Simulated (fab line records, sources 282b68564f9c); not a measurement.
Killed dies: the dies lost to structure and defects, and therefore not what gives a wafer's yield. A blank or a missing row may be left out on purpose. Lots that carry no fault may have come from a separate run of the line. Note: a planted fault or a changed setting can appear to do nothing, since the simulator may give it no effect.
Matching of chambers -- flow rit_cmos -- RIT_SPACER_ETCHBACK_05 on rie_diel-03: 4 sister chambers
The step etches Si3N4 in SF6/CHF3, stops on SiO2, target depth 250 nm, time 240 s. 8 wafers are shown with their chamber, then 7 later ones without.

## WAFERS, EACH WITH ITS CHAMBER
wafer,chamber,throttle_valve_pct (%),oes_product_au (a.u.)
L897.3,0,10.46,0.859
L897.6,1,10.21,0.849
L899.2,3,10.32,0.860
L899.4,2,10.41,0.865
L899.5,2,10.43,0.875
L900.3,0,10.44,0.854
L900.4,1,10.21,0.836
L900.6,3,10.32,0.855

## WAFERS WHOSE CHAMBER IS MISSING
wafer,throttle_valve_pct (%),oes_product_au (a.u.)
L902.1,10.21,0.834
L902.4,10.42,0.862
L902.5,10.21,0.829
L905.2,10.21,0.840
L905.4,10.45,0.850
L908.2,10.41,0.859
L908.6,10.42,0.863

## WHICH CHAMBER EACH ONE RAN IN
wafer,from the rows above,in truth
L902.1,1,1
L902.4,can't be placed: 2 or 0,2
L902.5,1,1
L905.2,1,1
L905.4,0,0
L908.2,2,2
L908.6,2,2
Correct placement for 6 of the 7. Unplaceable from these rows: 1, with the true chamber sitting among the candidates in 1. Wrongly placed: 0.
How it was worked out, from the rows above alone: a wafer's distance from a chamber is the root of the sum, over the readings, of the square of ((its reading less the chamber's mean) divided by the reading's scatter). The wafer belongs to the nearest chamber; if the next one is less than 2 further off, it can't be placed. A chamber's mean is the mean of its shown wafers. The scatter: take each reading less its chamber's mean, square it, sum over the shown wafers, divide by the number of wafers less the number of chambers, and take the root.
